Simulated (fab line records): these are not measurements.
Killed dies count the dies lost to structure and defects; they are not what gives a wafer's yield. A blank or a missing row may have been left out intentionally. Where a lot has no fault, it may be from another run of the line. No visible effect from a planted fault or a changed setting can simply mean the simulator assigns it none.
A struck lot beside a sound one | flow rit_cmos | 18 out of 202 route steps
Sound: wafers L690.1, L690.2, L690.5. The struck wafers were L696.4, L696.5, L696.6. The cause is named last.
At each step with rows: each side's tool, then ch and its chambers, then its first start. Under that, the readings that differ: sound wafers | struck wafers | difference of the means | sigmas: that difference in standard deviations of wafers without a fault.
alike: readings with means less than 2 such deviations apart, plus words and numbers identical on both sides. not compared: withheld readings, readings lacking a value on some wafer, bounds such as >300 that could conceal the same value, and numbers that have no deviation in the record and whose values overlap.
A row with sigmas, a row that says differs or no value, or rows on one side alone: a step with any of these is where the two part. When numbers do not overlap yet have no deviation, they are printed without sigmas and do not part them. A reading that every wafer of one side lacks parts them only if that side has two wafers or more.

RIT_M1_SPUTTER_00: material Al, target thk 400 nm, time 500 s.
  sound on pvd_sputter-02 at day 3 19:37; struck on pvd_sputter-01 at day 4 22:32
  reading                | sound          | struck         | difference | sigmas
  throttle_valve_pct (%) | 31.8 29.3 32.0 | 27.8 27.8 29.6 | -2.6       | -3
RIT_M1_RS_MEAS_01: measures by four-point-probe.
  sound on film_metro-01 at day 3 19:56; struck on film_metro-03 at day 4 22:53
  alike: M1_AL_RS
RIT_M1_THK_MEAS_02: measures by xrf.
  sound on film_metro-01 at day 3 20:04; struck on film_metro-03 at day 4 22:59
  alike: M1_AL_THK
then, 6 steps without rows for these wafers: RIT_M1_HMDS_03 (prime time 61.38 s); RIT_M1_COAT_04 (resist thk 1300 nm); RIT_M1_SOFTBAKE_05 (time 60 s); RIT_M1_EXPOSE_06 (exposes mask M12, target cd 2600 nm); RIT_M1_PEB_07; RIT_M1_DEVELOP_08 (develop time 68 s).
RIT_M1_CD_MEAS_09: the cd target is 2600 nm.
  sound on cd_sem-02 at day 3 21:00; struck on cd_sem-02 at day 5 00:04
  alike: cd_nm
RIT_M1_OVL_MEAS_10:
  sound on overlay-02 at day 3 21:07; struck on overlay-01 at day 5 00:09
  alike: M1_OVL
then, 1 step without rows for these wafers: RIT_M1_HARDBAKE_11 (time 120 s).
RIT_M1_METAL_ETCH_12: etches Al in Cl2/BCl3, stops on SiO2, time 165 s, target depth 600 nm.
  sound on rie_metal-02 ch 0,1, day 3 21:25; struck on rie_metal-02 ch 0,1, day 5 00:28
  no value came back on the struck wafers for any of 5 readings (bcl3_flow_sccm (sccm), chamber_pressure_mTorr (mTorr) and others); on the sound wafers bcl3_flow_sccm (sccm) reads 50.16 50.05 49.85
  reading                                  | sound             | struck          | difference | sigmas
  model.NOVOLAK_of_M1_COAT_04.thk_nm (nm)  | 794.4 799.1 796.9 | 1146 1147 1141  | +348       |
  model.SiO2_of_CONTACT_CVD_00.thk_nm (nm) | 360.1 360.6 362.2 | 396.5 391 396.9 | +33.8      |
  not compared: rf_hours_counter_h
then, 1 step without rows for these wafers: RIT_M1_STRIP_13 (strips in nmp, time 600 s).
RIT_M1_STRIP_14: strips in O2, time 180 s.
  sound on plasma_asher-04 ch 0,1, day 3 21:46; struck on plasma_asher-04 ch 0,1, day 5 00:49
  alike: chamber_pressure_mTorr, drypump_motor_current_A
  not compared: rf_hours_counter_h
RIT_M1_CD_MEAS_90: the cd target is 2600 nm.
  sound on cd_sem-01 at day 3 21:56; struck on cd_sem-02 at day 5 00:59
  reading    | sound                | struck | difference                    | sigmas
  cd_nm (nm) | 2601.7 2599.2 2602.3 | - - -  | no value on the struck wafers |
then, 1 step without rows for these wafers: RIT_M1_ANNEAL_15 (time 1800 s).
RIT_M1_PROBE_99:
  sound on prober-01 at day 3 23:41; struck on prober-01 at day 5 02:49
  reading                  | sound             | struck         | difference | sigmas
  defect_limited_yield (%) | 96.2 97.7 97.7    | 0 0 0          | -97        | -88
  killed_at_M0_to_M3       | 0 0 0             | 258 255 259    | +257       | +99 or more
  killed_dies              | 10 6 6            | 264 264 264    | +257       | +89
  killed_on_rim            | 2 0 3             | 70 70 70       | +68        | +49
  sort_bin_5_function (%)  | 2.7 1.9 1.1       | 99.2 97.0 99.6 | +96.7      | +99 or more
  sort_n_pass              | 254.0 258.0 258.0 | 0 0 0          | -257       | -89
  sort_yield_pct (%)       | 96.2 97.7 97.7    | 0 0 0          | -97        | -88
  alike: killed_at_contacts, killed_at_front_end, killed_open, killed_short, sort_bin_3_pad_short, sort_bin_6_memory

== WHERE THEY PART ==
At RIT_M1_SPUTTER_00 first; at RIT_M1_PROBE_99 last (within this record only).

WHY: the cause the simulator had injected
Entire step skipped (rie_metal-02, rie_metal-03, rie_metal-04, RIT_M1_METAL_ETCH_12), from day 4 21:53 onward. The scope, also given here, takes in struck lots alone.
